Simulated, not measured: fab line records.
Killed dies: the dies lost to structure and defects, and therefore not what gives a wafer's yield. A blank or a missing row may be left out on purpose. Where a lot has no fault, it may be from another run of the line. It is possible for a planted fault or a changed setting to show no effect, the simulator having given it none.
Comparing a struck lot with a sound one ; flow ritCmos ; 15 steps out of a route of 202
Sound: wafers L483.2, L483.4, L483.5. Wafers struck: L491.3, L491.4, L491.5. Last of all comes the cause.
At each step with rows: each side's tool, then ch and its chambers, then its first start. Under that, the readings that differ: sound wafers ; struck wafers ; difference of the means ; sigmas: that difference in standard deviations of wafers without a fault.
alike: same words and numbers on both sides, and readings whose means sit less than 2 such deviations apart. not compared: any withheld reading, any reading some wafer has no value for, any bound like >300 that may hide the same value, and any number with overlapping values for which the record gives no deviation.
Wherever a step has rows on one side only, a row that says differs or no value, or a row with sigmas, the two part there. Numbers that have no deviation but don't overlap get no sigmas and don't part them. A reading that every wafer of one side lacks parts them only if that side has two wafers or more.

RIT_NLDD_TW_MEAS_10:
  sound on filmMetro-01 at day 4 10:21; struck on filmMetro-03 at day 5 22:02
  alike: NLDD_TW
then, 6 steps without rows for these wafers: RIT_PLDD_HMDS_00 (prime time 60 s); RIT_PLDD_COAT_01 (resist thk 1000 nm); RIT_PLDD_SOFTBAKE_02 (time 60 s); RIT_PLDD_EXPOSE_03 (exposes mask M8, target cd 40900 nm); RIT_PLDD_PEB_04; RIT_PLDD_DEVELOP_05 (develop time 50 s).
RIT_PLDD_OVL_MEAS_06:
  sound on overlay-01 at day 4 11:15; struck on overlay-01 at day 5 22:56
  alike: PLDD_OVL
then, 2 steps without rows for these wafers: RIT_PLDD_HARDBAKE_07 (time 60 s); RIT_PLDD_IMPLANT_08.
RIT_PLDD_STRIP_09: strips in O2, time 180 s.
  sound on plasmaAsher-02 ch 1, day 4 11:35; struck on plasmaAsher-01 ch 0,1, day 5 23:19
  alike: drypumpMotorCurrentA
  not compared: rfHoursCounterH
RIT_PLDD_TW_MEAS_10:
  sound on filmMetro-02 at day 4 11:46; struck on filmMetro-02 at day 5 23:27
  alike: PLDD_TW
RIT_SPACER_CLEAN_00: cleans in SC1, time 600 s.
  sound on wetBench-03 ch 3, day 4 11:49; struck on wetBench-04 ch 1, day 5 23:29
reading;sound;struck;difference;sigmas
runLengthS (s);626 626 626;919 919 919;+293;+84
  not compared: model.SiO2_of_REOX_OXIDATION_03.thkNm
then, 1 step without rows for these wafers: RIT_SPACER_CLEAN_01 (cleans in dHF, time 30 s).
RIT_M1_PROBE_99:
  sound on prober-01 at day 5 03:01; struck on prober-01 at day 6 13:22
  alike: killedAtFrontEnd, killedDies, killedOpen, killedShort

== WHERE THEY PART ==
RIT_SPACER_CLEAN_00 only, going by this record. Later steps at which nothing parts them and some readings are alike: RIT_M1_PROBE_99.

WHY: the cause the simulator had injected
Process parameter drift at RIT_SPACER_CLEAN_00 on wetBench-04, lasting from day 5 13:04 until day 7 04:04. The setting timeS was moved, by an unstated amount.
